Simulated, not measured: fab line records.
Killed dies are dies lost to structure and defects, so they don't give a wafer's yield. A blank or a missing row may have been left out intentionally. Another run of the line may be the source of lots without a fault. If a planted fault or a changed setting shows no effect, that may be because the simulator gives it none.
fab line records || flow rit-cmos
record: {"lots": 15, "wafers": 45, "last-day": 7}
route steps=202 shown ACTIVE@1 PWELL@48 PSD@150 M1@202
lots that met no fault: from a run of the same line without faults
start-h: the number of hours between the record's first day and the start of the first shown wafer of the lot || wait-h: hours since the lot's step before || " same as the row above || L1.1+2: a row that stands for several wafers || - either no value or no given start || * or withheld: withheld || < > ~ a bound
route shown NAME@n: a module of which the file shows steps, and the number in the route of the first || usual: mean and standard deviation over wafers with no fault || same: alike in all rows || chamber/n: place in a boat || sites: the reading at each site || _std_site: their standard deviation || _edge_site: outer sites' mean less inner sites' || radius-mm: for every site, how far away it sits from the centre of the wafer || mask NAME#n: copy n || behind: the most recent tool/chamber to have shaped the wafer || hold: reason for holding the lot/hours on hold/outcome of the hold || device: the transistor (n, p or np) that didn't switch || end of line: tests run on the same wafers once the route is complete || a step with no rows: only its recipe || killed: at the first sort, the dies lost to defects and structure; wafer yield is something else || map: the dies of a wafer, with x for killed, . for not killed, _ for no die there
set.NAME: the run value of the setting; set.NAME@STEP: its run value at that earlier step || model.NAME: the simulator's own value behind a step, which no gauge read
the route's steps for a sample of lots (tables are steps, rows are wafers)
services: the hour from which a tool's chamber was out of use, counted from the record's first day as start-h (under 0 if before that day), plus the number of hours and why
== steps ==
step: RIT_ACTIVE_BOW_MEAS_00
recipe: {"mode": "bow"}
usual: {"INCOMING_BOW": "0/6.7"}
{"lot.wafer": "L952.4", "tool": "film-metro-02", "chamber": "-", "start-h": 10.06, "wait-h": "-", "INCOMING_BOW[um]": 2}
{"lot.wafer": "L952.5", "tool": "film-metro-02", "chamber": "-", "start-h": 10.06, "wait-h": "-", "INCOMING_BOW[um]": -2}
{"lot.wafer": "L952.6", "tool": "film-metro-02", "chamber": "-", "start-h": 10.06, "wait-h": "-", "INCOMING_BOW[um]": 10}
{"lot.wafer": "L953.2", "tool": "film-metro-01", "chamber": "-", "start-h": 15.02, "wait-h": "-", "INCOMING_BOW[um]": 18}
{"lot.wafer": "L953.3", "tool": "film-metro-01", "chamber": "-", "start-h": 15.02, "wait-h": "-", "INCOMING_BOW[um]": -12}
{"lot.wafer": "L953.5", "tool": "film-metro-01", "chamber": "-", "start-h": 15.02, "wait-h": "-", "INCOMING_BOW[um]": -1}
{"lot.wafer": "L954.1", "tool": "film-metro-01", "chamber": "-", "start-h": 20.00, "wait-h": "-", "INCOMING_BOW[um]": -5}
{"lot.wafer": "L954.3", "tool": "film-metro-01", "chamber": "-", "start-h": 20.00, "wait-h": "-", "INCOMING_BOW[um]": 9}
{"lot.wafer": "L954.5", "tool": "film-metro-01", "chamber": "-", "start-h": 20.00, "wait-h": "-", "INCOMING_BOW[um]": 1}
{"lot.wafer": "L955.1", "tool": "film-metro-03", "chamber": "-", "start-h": 25.00, "wait-h": "-", "INCOMING_BOW[um]": -5}
{"lot.wafer": "L955.2", "tool": "film-metro-03", "chamber": "-", "start-h": 25.00, "wait-h": "-", "INCOMING_BOW[um]": -1}
{"lot.wafer": "L955.6", "tool": "film-metro-03", "chamber": "-", "start-h": 25.00, "wait-h": "-", "INCOMING_BOW[um]": 3}
{"lot.wafer": "L956.2", "tool": "film-metro-02", "chamber": "-", "start-h": 30.02, "wait-h": "-", "INCOMING_BOW[um]": -10}
{"lot.wafer": "L956.5", "tool": "film-metro-02", "chamber": "-", "start-h": 30.02, "wait-h": "-", "INCOMING_BOW[um]": 0}
{"lot.wafer": "L956.6", "tool": "film-metro-02", "chamber": "-", "start-h": 30.02, "wait-h": "-", "INCOMING_BOW[um]": -17}
{"lot.wafer": "L957.1", "tool": "film-metro-03", "chamber": "-", "start-h": 35.00, "wait-h": "-", "INCOMING_BOW[um]": 11}
{"lot.wafer": "L957.4", "tool": "film-metro-03", "chamber": "-", "start-h": 35.00, "wait-h": "-", "INCOMING_BOW[um]": 3}
{"lot.wafer": "L957.6", "tool": "film-metro-03", "chamber": "-", "start-h": 35.00, "wait-h": "-", "INCOMING_BOW[um]": 3}
{"lot.wafer": "L959.1", "tool": "film-metro-03", "chamber": "-", "start-h": 45.00, "wait-h": "-", "INCOMING_BOW[um]": 7}
{"lot.wafer": "L959.3", "tool": "film-metro-03", "chamber": "-", "start-h": 45.00, "wait-h": "-", "INCOMING_BOW[um]": -3}
{"lot.wafer": "L959.5", "tool": "film-metro-03", "chamber": "-", "start-h": 45.00, "wait-h": "-", "INCOMING_BOW[um]": -6}
{"lot.wafer": "L960.4", "tool": "film-metro-01", "chamber": "-", "start-h": 50.06, "wait-h": "-", "INCOMING_BOW[um]": 0}
{"lot.wafer": "L960.5", "tool": "film-metro-01", "chamber": "-", "start-h": 50.06, "wait-h": "-", "INCOMING_BOW[um]": -13}
{"lot.wafer": "L960.6", "tool": "film-metro-01", "chamber": "-", "start-h": 50.06, "wait-h": "-", "INCOMING_BOW[um]": -10}
{"lot.wafer": "L961.2", "tool": "film-metro-01", "chamber": "-", "start-h": 55.02, "wait-h": "-", "INCOMING_BOW[um]": -15}
{"lot.wafer": "L961.5", "tool": "film-metro-01", "chamber": "-", "start-h": 55.02, "wait-h": "-", "INCOMING_BOW[um]": 1}
{"lot.wafer": "L961.6", "tool": "film-metro-01", "chamber": "-", "start-h": 55.02, "wait-h": "-", "INCOMING_BOW[um]": 3}
{"lot.wafer": "L962.4", "tool": "film-metro-02", "chamber": "-", "start-h": 60.06, "wait-h": "-", "INCOMING_BOW[um]": 5}
{"lot.wafer": "L962.5", "tool": "film-metro-02", "chamber": "-", "start-h": 60.06, "wait-h": "-", "INCOMING_BOW[um]": -2}
{"lot.wafer": "L962.6", "tool": "film-metro-02", "chamber": "-", "start-h": 60.06, "wait-h": "-", "INCOMING_BOW[um]": 6}
{"lot.wafer": "L963.1", "tool": "film-metro-01", "chamber": "-", "start-h": 65.00, "wait-h": "-", "INCOMING_BOW[um]": 1}
{"lot.wafer": "L963.2", "tool": "film-metro-01", "chamber": "-", "start-h": 65.00, "wait-h": "-", "INCOMING_BOW[um]": 11}
{"lot.wafer": "L963.6", "tool": "film-metro-01", "chamber": "-", "start-h": 65.00, "wait-h": "-", "INCOMING_BOW[um]": -3}
{"lot.wafer": "L964.3", "tool": "film-metro-01", "chamber": "-", "start-h": 70.04, "wait-h": "-", "INCOMING_BOW[um]": -5}
{"lot.wafer": "L964.4", "tool": "film-metro-01", "chamber": "-", "start-h": 70.04, "wait-h": "-", "INCOMING_BOW[um]": 4}
{"lot.wafer": "L964.5", "tool": "film-metro-01", "chamber": "-", "start-h": 70.04, "wait-h": "-", "INCOMING_BOW[um]": -8}
{"lot.wafer": "L968.1", "tool": "film-metro-02", "chamber": "-", "start-h": 90.00, "wait-h": "-", "INCOMING_BOW[um]": 3}
{"lot.wafer": "L968.2", "tool": "film-metro-02", "chamber": "-", "start-h": 90.00, "wait-h": "-", "INCOMING_BOW[um]": -10}
{"lot.wafer": "L968.6", "tool": "film-metro-02", "chamber": "-", "start-h": 90.00, "wait-h": "-", "INCOMING_BOW[um]": -3}
{"lot.wafer": "L971.3", "tool": "film-metro-01", "chamber": "-", "start-h": 105.04, "wait-h": "-", "INCOMING_BOW[um]": 5}
{"lot.wafer": "L971.5", "tool": "film-metro-01", "chamber": "-", "start-h": 105.04, "wait-h": "-", "INCOMING_BOW[um]": 3}
{"lot.wafer": "L971.6", "tool": "film-metro-01", "chamber": "-", "start-h": 105.04, "wait-h": "-", "INCOMING_BOW[um]": -1}
{"lot.wafer": "L973.1", "tool": "film-metro-01", "chamber": "-", "start-h": 115.00, "wait-h": "-", "INCOMING_BOW[um]": -1}
{"lot.wafer": "L973.3", "tool": "film-metro-01", "chamber": "-", "start-h": 115.00, "wait-h": "-", "INCOMING_BOW[um]": -1}
{"lot.wafer": "L973.4", "tool": "film-metro-01", "chamber": "-", "start-h": 115.00, "wait-h": "-", "INCOMING_BOW[um]": -9}
step: RIT_PWELL_STRIP_09
recipe: {"chemistry": "O2", "time-s": 180, "resist": "NOVOLAK", "platen-temp-c": "withheld", "power-w": 500, "pressure-mtorr": 4000, "o2-flow-sccm": 4000}
usual: {"drypump-motor-current-A": "5.7/0.65"}
{"lot.wafer": "L952.4", "tool": "plasma-asher-02", "chamber": 1, "start-h": 22.90, "wait-h": 0.1, "drypump-motor-current-A": 6.2, "rf-hours-counter-h": "-"}
{"lot.wafer": "L952.5", "tool": "plasma-asher-02", "chamber": 1, "start-h": 22.90, "wait-h": 0.1, "drypump-motor-current-A": 6.2, "rf-hours-counter-h": "-"}
{"lot.wafer": "L952.6", "tool": "plasma-asher-02", "chamber": 0, "start-h": 22.90, "wait-h": 0.1, "drypump-motor-current-A": 5.3, "rf-hours-counter-h": "-"}
{"lot.wafer": "L953.2", "tool": "plasma-asher-02", "chamber": 1, "start-h": 27.37, "wait-h": 0.1, "drypump-motor-current-A": 6.1, "rf-hours-counter-h": 38}
{"lot.wafer": "L953.3", "tool": "plasma-asher-02", "chamber": 0, "start-h": 27.37, "wait-h": 0.1, "drypump-motor-current-A": 5.3, "rf-hours-counter-h": "-"}
{"lot.wafer": "L953.5", "tool": "plasma-asher-02", "chamber": 1, "start-h": 27.37, "wait-h": 0.1, "drypump-motor-current-A": 6.2, "rf-hours-counter-h": "-"}
{"lot.wafer": "L954.1", "tool": "plasma-asher-02", "chamber": 0, "start-h": 32.47, "wait-h": 0.1, "drypump-motor-current-A": 5.3, "rf-hours-counter-h": 39}
{"lot.wafer": "L954.3", "tool": "plasma-asher-02", "chamber": 1, "start-h": 32.47, "wait-h": 0.1, "drypump-motor-current-A": 6.2, "rf-hours-counter-h": "-"}
{"lot.wafer": "L954.5", "tool": "plasma-asher-02", "chamber": 1, "start-h": 32.47, "wait-h": 0.1, "drypump-motor-current-A": 6.2, "rf-hours-counter-h": "-"}
{"lot.wafer": "L955.1", "tool": "plasma-asher-04", "chamber": 1, "start-h": 37.94, "wait-h": 0.1, "drypump-motor-current-A": 6.5, "rf-hours-counter-h": 41}
{"lot.wafer": "L955.2", "tool": "plasma-asher-04", "chamber": 0, "start-h": 37.94, "wait-h": 0.1, "drypump-motor-current-A": 4.9, "rf-hours-counter-h": 41}
{"lot.wafer": "L955.6", "tool": "plasma-asher-04", "chamber": 1, "start-h": 37.94, "wait-h": 0.1, "drypump-motor-current-A": 6.5, "rf-hours-counter-h": "-"}
{"lot.wafer": "L956.2", "tool": "plasma-asher-04", "chamber": 1, "start-h": 43.28, "wait-h": 0.1, "drypump-motor-current-A": 6.6, "rf-hours-counter-h": 41}
{"lot.wafer": "L956.5", "tool": "plasma-asher-04", "chamber": 1, "start-h": 43.28, "wait-h": 0.1, "drypump-motor-current-A": 6.6, "rf-hours-counter-h": "-"}
{"lot.wafer": "L956.6", "tool": "plasma-asher-04", "chamber": 0, "start-h": 43.28, "wait-h": 0.1, "drypump-motor-current-A": 5.0, "rf-hours-counter-h": "-"}
{"lot.wafer": "L957.1", "tool": "plasma-asher-04", "chamber": 1, "start-h": 47.49, "wait-h": 0.1, "drypump-motor-current-A": 6.5, "rf-hours-counter-h": 42}
{"lot.wafer": "L957.4", "tool": "plasma-asher-04", "chamber": 0, "start-h": 47.49, "wait-h": 0.1, "drypump-motor-current-A": 4.9, "rf-hours-counter-h": "-"}
{"lot.wafer": "L957.6", "tool": "plasma-asher-04", "chamber": 1, "start-h": 47.49, "wait-h": 0.1, "drypump-motor-current-A": 6.6, "rf-hours-counter-h": "-"}
{"lot.wafer": "L959.1", "tool": "plasma-asher-03", "chamber": 1, "start-h": 59.61, "wait-h": 0.1, "drypump-motor-current-A": 5.0, "rf-hours-counter-h": 40}
{"lot.wafer": "L959.3", "tool": "plasma-asher-03", "chamber": 0, "start-h": 59.61, "wait-h": 0.1, "drypump-motor-current-A": 6.3, "rf-hours-counter-h": "-"}
{"lot.wafer": "L959.5", "tool": "plasma-asher-03", "chamber": 1, "start-h": 59.61, "wait-h": 0.1, "drypump-motor-current-A": 5.0, "rf-hours-counter-h": "-"}
{"lot.wafer": "L960.4", "tool": "plasma-asher-03", "chamber": 1, "start-h": 64.25, "wait-h": 0.1, "drypump-motor-current-A": 5.0, "rf-hours-counter-h": "-"}
{"lot.wafer": "L960.5", "tool": "plasma-asher-03", "chamber": 0, "start-h": 64.25, "wait-h": 0.1, "drypump-motor-current-A": 6.3, "rf-hours-counter-h": "-"}
{"lot.wafer": "L960.6", "tool": "plasma-asher-03", "chamber": 1, "start-h": 64.25, "wait-h": 0.1, "drypump-motor-current-A": 5.1, "rf-hours-counter-h": "-"}
{"lot.wafer": "L961.2", "tool": "plasma-asher-02", "chamber": 1, "start-h": 68.12, "wait-h": 0.1, "drypump-motor-current-A": 6.2, "rf-hours-counter-h": 43}
{"lot.wafer": "L961.5", "tool": "plasma-asher-02", "chamber": 1, "start-h": 68.12, "wait-h": 0.1, "drypump-motor-current-A": 6.2, "rf-hours-counter-h": "-"}
{"lot.wafer": "L961.6", "tool": "plasma-asher-02", "chamber": 0, "start-h": 68.12, "wait-h": 0.1, "drypump-motor-current-A": 5.3, "rf-hours-counter-h": "-"}
{"lot.wafer": "L962.4", "tool": "plasma-asher-04", "chamber": 1, "start-h": 74.56, "wait-h": 0.1, "drypump-motor-current-A": 6.5, "rf-hours-counter-h": "-"}
{"lot.wafer": "L962.5", "tool": "plasma-asher-04", "chamber": 0, "start-h": 74.56, "wait-h": 0.1, "drypump-motor-current-A": 5.0, "rf-hours-counter-h": "-"}
{"lot.wafer": "L962.6", "tool": "plasma-asher-04", "chamber": 1, "start-h": 74.56, "wait-h": 0.1, "drypump-motor-current-A": 6.5, "rf-hours-counter-h": "-"}
{"lot.wafer": "L963.1", "tool": "plasma-asher-03", "chamber": 1, "start-h": 79.02, "wait-h": 0.1, "drypump-motor-current-A": 5.1, "rf-hours-counter-h": 42}
{"lot.wafer": "L963.2", "tool": "plasma-asher-03", "chamber": 0, "start-h": 79.02, "wait-h": 0.1, "drypump-motor-current-A": 6.3, "rf-hours-counter-h": 42}
{"lot.wafer": "L963.6", "tool": "plasma-asher-03", "chamber": 1, "start-h": 79.02, "wait-h": 0.1, "drypump-motor-current-A": 5.0, "rf-hours-counter-h": "-"}
{"lot.wafer": "L964.3", "tool": "plasma-asher-04", "chamber": 0, "start-h": 85.28, "wait-h": 0.1, "drypump-motor-current-A": 5.0, "rf-hours-counter-h": "-"}
{"lot.wafer": "L964.4", "tool": "plasma-asher-04", "chamber": 1, "start-h": 85.28, "wait-h": 0.1, "drypump-motor-current-A": 6.6, "rf-hours-counter-h": "-"}
{"lot.wafer": "L964.5", "tool": "plasma-asher-04", "chamber": 0, "start-h": 85.28, "wait-h": 0.1, "drypump-motor-current-A": 5.0, "rf-hours-counter-h": "-"}
{"lot.wafer": "L968.1", "tool": "plasma-asher-03", "chamber": 1, "start-h": 108.60, "wait-h": 0.1, "drypump-motor-current-A": 5.0, "rf-hours-counter-h": 45}
{"lot.wafer": "L968.2", "tool": "plasma-asher-03", "chamber": 0, "start-h": 108.60, "wait-h": 0.1, "drypump-motor-current-A": 6.3, "rf-hours-counter-h": 45}
{"lot.wafer": "L968.6", "tool": "plasma-asher-03", "chamber": 0, "start-h": 108.60, "wait-h": 0.1, "drypump-motor-current-A": 6.3, "rf-hours-counter-h": "-"}
{"lot.wafer": "L971.3", "tool": "plasma-asher-04", "chamber": 0, "start-h": 124.09, "wait-h": 0.1, "drypump-motor-current-A": 5.0, "rf-hours-counter-h": "-"}
{"lot.wafer": "L971.5", "tool": "plasma-asher-04", "chamber": 1, "start-h": 124.09, "wait-h": 0.1, "drypump-motor-current-A": 6.5, "rf-hours-counter-h": "-"}
{"lot.wafer": "L971.6", "tool": "plasma-asher-04", "chamber": 0, "start-h": 124.09, "wait-h": 0.1, "drypump-motor-current-A": 5.0, "rf-hours-counter-h": "-"}
{"lot.wafer": "L973.1", "tool": "plasma-asher-04", "chamber": 1, "start-h": 131.15, "wait-h": 0.1, "drypump-motor-current-A": 6.5, "rf-hours-counter-h": 50}
{"lot.wafer": "L973.3", "tool": "plasma-asher-04", "chamber": 1, "start-h": 131.15, "wait-h": 0.1, "drypump-motor-current-A": 6.5, "rf-hours-counter-h": "-"}
{"lot.wafer": "L973.4", "tool": "plasma-asher-04", "chamber": 0, "start-h": 131.15, "wait-h": 0.1, "drypump-motor-current-A": 4.9, "rf-hours-counter-h": "-"}
step: RIT_PSD_IMPLANT_08
recipe: {"species": "BF2", "energy-kev": 27, "dose-cm2": 5e+15, "tilt-deg": 7}
usual: {"dose-ions-cm2": "4.999e+15/5.9e+12", "faraday-current-uA": "12558/560"}
{"lot.wafer": "L952.4", "tool": "implanter-03", "chamber": 0, "start-h": 49.32, "wait-h": 0.1, "dose-ions-cm2": 5.005e+15, "faraday-current-uA": 13119}
{"lot.wafer": "L952.5", "tool": "implanter-03", "chamber": 0, "start-h": 49.32, "wait-h": 0.1, "dose-ions-cm2": 5.005e+15, "faraday-current-uA": 13518}
{"lot.wafer": "L952.6", "tool": "implanter-03", "chamber": 0, "start-h": 49.32, "wait-h": 0.1, "dose-ions-cm2": 5.005e+15, "faraday-current-uA": 13553}
{"lot.wafer": "L953.2", "tool": "implanter-02", "chamber": 0, "start-h": 52.65, "wait-h": 0.1, "dose-ions-cm2": 5.008e+15, "faraday-current-uA": 11922}
{"lot.wafer": "L953.3", "tool": "implanter-02", "chamber": 0, "start-h": 52.65, "wait-h": 0.1, "dose-ions-cm2": 4.999e+15, "faraday-current-uA": 11644}
{"lot.wafer": "L953.5", "tool": "implanter-02", "chamber": 0, "start-h": 52.65, "wait-h": 0.1, "dose-ions-cm2": 5.004e+15, "faraday-current-uA": 11424}
{"lot.wafer": "L954.1", "tool": "implanter-01", "chamber": 0, "start-h": 59.85, "wait-h": 0.1, "dose-ions-cm2": 4.987e+15, "faraday-current-uA": 12812}
{"lot.wafer": "L954.3", "tool": "implanter-01", "chamber": 0, "start-h": 59.85, "wait-h": 0.1, "dose-ions-cm2": 4.996e+15, "faraday-current-uA": 12685}
{"lot.wafer": "L954.5", "tool": "implanter-01", "chamber": 0, "start-h": 59.85, "wait-h": 0.1, "dose-ions-cm2": 4.993e+15, "faraday-current-uA": 12870}
{"lot.wafer": "L955.1", "tool": "implanter-02", "chamber": 0, "start-h": 63.17, "wait-h": 0.1, "dose-ions-cm2": 5e+15, "faraday-current-uA": 11788}
{"lot.wafer": "L955.2", "tool": "implanter-02", "chamber": 0, "start-h": 63.17, "wait-h": 0.1, "dose-ions-cm2": 5.003e+15, "faraday-current-uA": 12149}
{"lot.wafer": "L955.6", "tool": "implanter-02", "chamber": 0, "start-h": 63.17, "wait-h": 0.1, "dose-ions-cm2": 5.006e+15, "faraday-current-uA": 11882}
{"lot.wafer": "L956.2", "tool": "implanter-03", "chamber": 0, "start-h": 68.80, "wait-h": 0.1, "dose-ions-cm2": 5.004e+15, "faraday-current-uA": 13455}
{"lot.wafer": "L956.5", "tool": "implanter-03", "chamber": 0, "start-h": 68.80, "wait-h": 0.1, "dose-ions-cm2": 5.007e+15, "faraday-current-uA": 13068}
{"lot.wafer": "L956.6", "tool": "implanter-03", "chamber": 0, "start-h": 68.80, "wait-h": 0.1, "dose-ions-cm2": 5.002e+15, "faraday-current-uA": 13478}
{"lot.wafer": "L957.1", "tool": "implanter-02", "chamber": 0, "start-h": 73.33, "wait-h": 0.1, "dose-ions-cm2": 5.002e+15, "faraday-current-uA": 12170}
{"lot.wafer": "L957.4", "tool": "implanter-02", "chamber": 0, "start-h": 73.33, "wait-h": 0.1, "dose-ions-cm2": 4.988e+15, "faraday-current-uA": 12060}
{"lot.wafer": "L957.6", "tool": "implanter-02", "chamber": 0, "start-h": 73.33, "wait-h": 0.1, "dose-ions-cm2": 5.005e+15, "faraday-current-uA": 11879}
{"lot.wafer": "L959.1", "tool": "implanter-01", "chamber": 0, "start-h": 86.28, "wait-h": 0.1, "dose-ions-cm2": 5.002e+15, "faraday-current-uA": 12442}
{"lot.wafer": "L959.3", "tool": "implanter-01", "chamber": 0, "start-h": 86.28, "wait-h": 0.1, "dose-ions-cm2": 5.005e+15, "faraday-current-uA": 12858}
{"lot.wafer": "L959.5", "tool": "implanter-01", "chamber": 0, "start-h": 86.28, "wait-h": 0.1, "dose-ions-cm2": 5.007e+15, "faraday-current-uA": 12587}
{"lot.wafer": "L960.4", "tool": "implanter-01", "chamber": 0, "start-h": 90.00, "wait-h": 0.1, "dose-ions-cm2": 4.995e+15, "faraday-current-uA": 12628}
{"lot.wafer": "L960.5", "tool": "implanter-01", "chamber": 0, "start-h": 90.00, "wait-h": 0.1, "dose-ions-cm2": 4.998e+15, "faraday-current-uA": 13170}
{"lot.wafer": "L960.6", "tool": "implanter-01", "chamber": 0, "start-h": 90.00, "wait-h": 0.1, "dose-ions-cm2": 5.001e+15, "faraday-current-uA": 12642}
{"lot.wafer": "L961.2", "tool": "implanter-01", "chamber": 0, "start-h": 95.82, "wait-h": 0.1, "dose-ions-cm2": 4.774e+15, "faraday-current-uA": 12643}
{"lot.wafer": "L961.5", "tool": "implanter-01", "chamber": 0, "start-h": 95.82, "wait-h": 0.1, "dose-ions-cm2": 4.781e+15, "faraday-current-uA": 12150}
{"lot.wafer": "L961.6", "tool": "implanter-01", "chamber": 0, "start-h": 95.82, "wait-h": 0.1, "dose-ions-cm2": 4.769e+15, "faraday-current-uA": 13011}
{"lot.wafer": "L962.4", "tool": "implanter-01", "chamber": 0, "start-h": 100.77, "wait-h": 0.1, "dose-ions-cm2": 4.763e+15, "faraday-current-uA": 12591}
{"lot.wafer": "L962.5", "tool": "implanter-01", "chamber": 0, "start-h": 100.77, "wait-h": 0.1, "dose-ions-cm2": 4.771e+15, "faraday-current-uA": 11969}
{"lot.wafer": "L962.6", "tool": "implanter-01", "chamber": 0, "start-h": 100.77, "wait-h": 0.1, "dose-ions-cm2": 4.769e+15, "faraday-current-uA": 13157}
{"lot.wafer": "L963.1", "tool": "implanter-01", "chamber": 0, "start-h": 107.82, "wait-h": 0.1, "dose-ions-cm2": 4.775e+15, "faraday-current-uA": 11983}
{"lot.wafer": "L963.2", "tool": "implanter-01", "chamber": 0, "start-h": 107.82, "wait-h": 0.1, "dose-ions-cm2": 4.773e+15, "faraday-current-uA": 12753}
{"lot.wafer": "L963.6", "tool": "implanter-01", "chamber": 0, "start-h": 107.82, "wait-h": 0.1, "dose-ions-cm2": 4.761e+15, "faraday-current-uA": 12503}
{"lot.wafer": "L964.3", "tool": "implanter-03", "chamber": 0, "start-h": 117.56, "wait-h": 0.1, "dose-ions-cm2": 5.009e+15, "faraday-current-uA": 13297}
{"lot.wafer": "L964.4", "tool": "implanter-03", "chamber": 0, "start-h": 117.56, "wait-h": 0.1, "dose-ions-cm2": 5.005e+15, "faraday-current-uA": 12639}
{"lot.wafer": "L964.5", "tool": "implanter-03", "chamber": 0, "start-h": 117.56, "wait-h": 0.1, "dose-ions-cm2": 5.001e+15, "faraday-current-uA": 12864}
{"lot.wafer": "L968.1", "tool": "implanter-03", "chamber": 0, "start-h": 140.02, "wait-h": 0.1, "dose-ions-cm2": 4.986e+15, "faraday-current-uA": 12888}
{"lot.wafer": "L968.2", "tool": "implanter-03", "chamber": 0, "start-h": 140.02, "wait-h": 0.1, "dose-ions-cm2": 4.998e+15, "faraday-current-uA": 13026}
{"lot.wafer": "L968.6", "tool": "implanter-03", "chamber": 0, "start-h": 140.02, "wait-h": 0.1, "dose-ions-cm2": 4.989e+15, "faraday-current-uA": 13046}
{"lot.wafer": "L971.3", "tool": "implanter-02", "chamber": 0, "start-h": 152.85, "wait-h": 0.1, "dose-ions-cm2": 4.993e+15, "faraday-current-uA": 11899}
{"lot.wafer": "L971.5", "tool": "implanter-02", "chamber": 0, "start-h": 152.85, "wait-h": 0.1, "dose-ions-cm2": 4.994e+15, "faraday-current-uA": 12014}
{"lot.wafer": "L971.6", "tool": "implanter-02", "chamber": 0, "start-h": 152.85, "wait-h": 0.1, "dose-ions-cm2": 5.002e+15, "faraday-current-uA": 12038}
{"lot.wafer": "L973.1", "tool": "implanter-02", "chamber": 0, "start-h": 160.05, "wait-h": 0.1, "dose-ions-cm2": 5.002e+15, "faraday-current-uA": 11797}
{"lot.wafer": "L973.3", "tool": "implanter-02", "chamber": 0, "start-h": 160.05, "wait-h": 0.1, "dose-ions-cm2": 4.997e+15, "faraday-current-uA": 11682}
{"lot.wafer": "L973.4", "tool": "implanter-02", "chamber": 0, "start-h": 160.05, "wait-h": 0.1, "dose-ions-cm2": 5.001e+15, "faraday-current-uA": 12012}
step: RIT_M1_PROBE_99
usual: {"killed_at_M0_to_M3": "0.0/0.12", "killed-at-contacts": "0.1/0.24", "killed-at-front-end": "6.6/2.7", "killed-dies": "6.6/2.7", "killed-open": "3.3/1.8", "killed-short": "3.4/1.9"}
same: {"gross-dies": 264, "killed_at_M4_up": 0, "killed-at-back-side": 0, "killed-at-other": 0}
{"lot.wafer": "L952.4", "tool": "prober-01", "chamber": "-", "start-h": 57.69, "wait-h": 0.2, "killed_at_M0_to_M3": 0, "killed-at-contacts": 0, "killed-at-front-end": 9, "killed-dies": 9, "killed-open": 3, "killed-short": 6}
{"lot.wafer": "L952.5", "tool": "prober-01", "chamber": "-", "start-h": 57.74, "wait-h": 0.2, "killed_at_M0_to_M3": 0, "killed-at-contacts": 0, "killed-at-front-end": 8, "killed-dies": 8, "killed-open": 3, "killed-short": 5}
{"lot.wafer": "L952.6", "tool": "prober-01", "chamber": "-", "start-h": 57.79, "wait-h": 0.2, "killed_at_M0_to_M3": 0, "killed-at-contacts": 0, "killed-at-front-end": 9, "killed-dies": 9, "killed-open": 3, "killed-short": 6}
{"lot.wafer": "L955.1", "tool": "prober-02", "chamber": "-", "start-h": 71.59, "wait-h": 0.1, "killed_at_M0_to_M3": 0, "killed-at-contacts": 0, "killed-at-front-end": 9, "killed-dies": 9, "killed-open": 5, "killed-short": 4}
{"lot.wafer": "L955.2", "tool": "prober-02", "chamber": "-", "start-h": 71.64, "wait-h": 0.1, "killed_at_M0_to_M3": 0, "killed-at-contacts": 0, "killed-at-front-end": 6, "killed-dies": 6, "killed-open": 2, "killed-short": 4}
{"lot.wafer": "L955.6", "tool": "prober-02", "chamber": "-", "start-h": 71.84, "wait-h": 0.2, "killed_at_M0_to_M3": 0, "killed-at-contacts": 0, "killed-at-front-end": 3, "killed-dies": 3, "killed-open": 0, "killed-short": 3}
killed by level:class
L952.4 SPACER:geometric-particle:short=3 SILICIDE:geometric-particle:open=2 SILICIDE:geometric-particle:short=2 GATE:geometric-particle:short=1 REOX:geometric-particle:open=1
L952.5 REOX:geometric-particle:short=2 FOX1:geometric-particle:short=1 FOX1:geometric-particle:open=1 FOX2:geometric-particle:open=1 GATE:geometric-particle:open=1 SPACER:geometric-particle:short=1 SILICIDE:geometric-particle:short=1
L952.6 GATE:geometric-particle:short=2 REOX:geometric-particle:short=2 FOX1:geometric-particle:open=1 FOX2:geometric-particle:short=1 GATE:geometric-particle:open=1 SPACER:geometric-particle:open=1 SILICIDE:geometric-particle:short=1
L955.1 FOX1:geometric-particle:open=2 GATE:geometric-particle:short=2 SILICIDE:geometric-particle:open=2 REOX:geometric-particle:open=1 REOX:geometric-particle:short=1 SPACER:geometric-particle:short=1
L955.2 SPACER:geometric-particle:short=3 FOX1:geometric-particle:open=1 GATE:geometric-particle:short=1 GATE:geometric-particle:open=1
L955.6 GATE:geometric-particle:short=3
== services ==
{"tool": "plasma-asher-02", "chamber": "-", "start-h": 2.93, "hours": 2.1, "kind": "repair"}
{"tool": "plasma-asher-03", "chamber": "-", "start-h": 11.19, "hours": 8.2, "kind": "pm"}
{"tool": "plasma-asher-04", "chamber": "-", "start-h": 39.45, "hours": 0.6, "kind": "repair"}
{"tool": "implanter-01", "chamber": "-", "start-h": 42.32, "hours": 1.7, "kind": "repair"}
{"tool": "implanter-03", "chamber": "-", "start-h": 45.40, "hours": 3.8, "kind": "pm"}
{"tool": "implanter-02", "chamber": "-", "start-h": 67.56, "hours": 1.7, "kind": "repair"}
{"tool": "implanter-02", "chamber": "-", "start-h": 86.41, "hours": 3.6, "kind": "repair"}
{"tool": "implanter-02", "chamber": "-", "start-h": 90.02, "hours": 4.2, "kind": "pm"}
{"tool": "implanter-01", "chamber": "-", "start-h": 103.71, "hours": 3.1, "kind": "repair"}
{"tool": "plasma-asher-02", "chamber": "-", "start-h": 108.75, "hours": 9.0, "kind": "pm"}
{"tool": "plasma-asher-02", "chamber": 0, "start-h": 108.75, "hours": 9.0, "kind": "vent-cycle"}
{"tool": "plasma-asher-02", "chamber": 1, "start-h": 108.75, "hours": 9.0, "kind": "vent-cycle"}
{"tool": "plasma-asher-03", "chamber": "-", "start-h": 111.94, "hours": 2.0, "kind": "repair"}
{"tool": "plasma-asher-02", "chamber": 0, "start-h": 117.75, "hours": "-", "kind": "clean"}
{"tool": "plasma-asher-02", "chamber": 1, "start-h": 117.75, "hours": "-", "kind": "clean"}
{"tool": "plasma-asher-03", "chamber": "-", "start-h": 139.40, "hours": 2.8, "kind": "pm"}
== key ==
first-sign: {"step": "RIT_PSD_IMPLANT_08", "reading": "dose-ions-cm2", "direction": "down", "sigmas": 39, "usual": 4.999e+15, "struck": 4.771e+15}
effect none on later readings
met-at RIT_PSD_IMPLANT_08
struck-lots L961,L962,L963
tester-left-out L961,L962,L963
not-acting-at RIT_ACTIVE_BOW_MEAS_00,RIT_PWELL_STRIP_09
onset-between 90.00 95.82
fault: {"kind": "process-parameter-drift", "tool": "implanter-01", "chamber": "-", "onset-h": 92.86, "steps": "RIT_PSD_IMPLANT_08", "channel": "dose-cm2", "offset": -2.2637e+14, "shape": "step", "end-h": 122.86, "acts-in": "these-recipes-only", "stated": 5e+15}
tester-left-out: of these lots the tester's yield and bins aren't shown, on N5 and GAA mostly nor the transistor test; their killed dies are dies lost to structure and defects alone, not to doping, threshold or leakage, so they don't give the yield
